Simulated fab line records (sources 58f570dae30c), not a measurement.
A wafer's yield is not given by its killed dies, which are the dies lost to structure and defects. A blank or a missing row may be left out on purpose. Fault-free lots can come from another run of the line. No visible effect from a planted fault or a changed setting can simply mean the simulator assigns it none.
Split-lot study	flow berkeley-cmos170	on a route of 331 steps: 5 lots, 23 wafers read

== THE SPLIT ITSELF ==
At UCB170_PWELL_IMPLANT_15, the setting dose-cm2 was moved away from the recipe's 5e+12 on 10 of the 23 wafers read, by -7.3% to +4.2%. This setting was run at the recipe's value on the other wafers.

== THE PATH FROM SPLIT TO READING: the file shows 1 step between them ==
- UCB170_PWELL_STRIP_16: strips in O2

== THE READING ==
PWELL_TW, at UCB170_PWELL_TW_MEAS_17. On this fab line, fault-free wafers typically give 381.3 with a standard deviation of 3.

wafer	tool, chamber at the split	dose-cm2 as run	against the recipe	PWELL_TW	against lot-mates on the recipe
L074.1	implanter-01, 0	5e+12	recipe	386.2	-
L074.2	implanter-01, 0	5e+12	recipe	384.9	-
L074.4	implanter-01, 0	5e+12	recipe	385.0	-
L075.1	implanter-03, 0	5.212e+12	+4.2%	384.5	+5.0
L075.3	implanter-03, 0	5e+12	recipe	380.5	-
L075.4	implanter-03, 0	5.212e+12	+4.2%	384.1	+4.6
L075.5	implanter-03, 0	5e+12	recipe	379.9	-
L075.6	implanter-03, 0	5e+12	recipe	378.0	-
L078.1	implanter-03, 0	4.633e+12	-7.3%	367.8	-13.2
L078.3	implanter-03, 0	5e+12	recipe	381.5	-
L078.4	implanter-03, 0	4.633e+12	-7.3%	369.7	-11.4
L078.5	implanter-03, 0	4.633e+12	-7.3%	370.3	-10.8
L078.6	implanter-03, 0	5e+12	recipe	380.6	-
L077.2	implanter-01, 0	5.178e+12	+3.6%	382.8	+2.1
L077.3	implanter-01, 0	5e+12	recipe	380.3	-
L077.4	implanter-01, 0	5e+12	recipe	381.2	-
L077.5	implanter-01, 0	5.178e+12	+3.6%	384.7	+3.9
L077.6	implanter-01, 0	5.178e+12	+3.6%	386.3	+5.6
L081.1	implanter-02, 0	5e+12	recipe	379.4	-
L081.3	implanter-02, 0	5e+12	recipe	376.2	-
L081.4	implanter-02, 0	5e+12	recipe	377.8	-
L081.5	implanter-02, 0	4.755e+12	-4.9%	373.0	-4.8
L081.6	implanter-02, 0	4.755e+12	-4.9%	371.6	-6.2

THE FIT
A straight line over all 23 wafers: PWELL_TW changes by +1.41 for each +1% of dose-cm2; r = +0.90; the points scatter about the line by 2.5.
The same after taking each lot's own level away (the mean of its wafers on the recipe; 23 wafers): +1.38 for each +1%; r = +0.97; scatter 1.3.
The reading moves by 10 for the largest change in dose-cm2, on that fit.
Measured against the standard deviation above, the lots' own levels, which go from 377.80 to 385.37, span 2.5 times it.
Consequently the slope shifts little with the lot-to-lot level, the two slopes agreeing.
Check: -9.72 against its lot-mates is what the line predicts for one of the wafers moved furthest among these (-7.3%) when that wafer is left out of the fit. It came out at -13.2 against them.

== OTHER SPLITS APPLIED TO THESE WAFERS ==
Other splits were also applied to these wafers ahead of the reading. Each is held against what the fit with the lots' levels taken away leaves over:
other split on the same wafers	wafers away from the commonest value	r with PWELL_TW (lot level and that fit taken away)
UCB170_PWELL_CVD_05 time-s	15	+0.41

== THE FILE'S OWN FIT ==
PWELL_TW changes by +1.36 for each +1% of dose-cm2, r = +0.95.
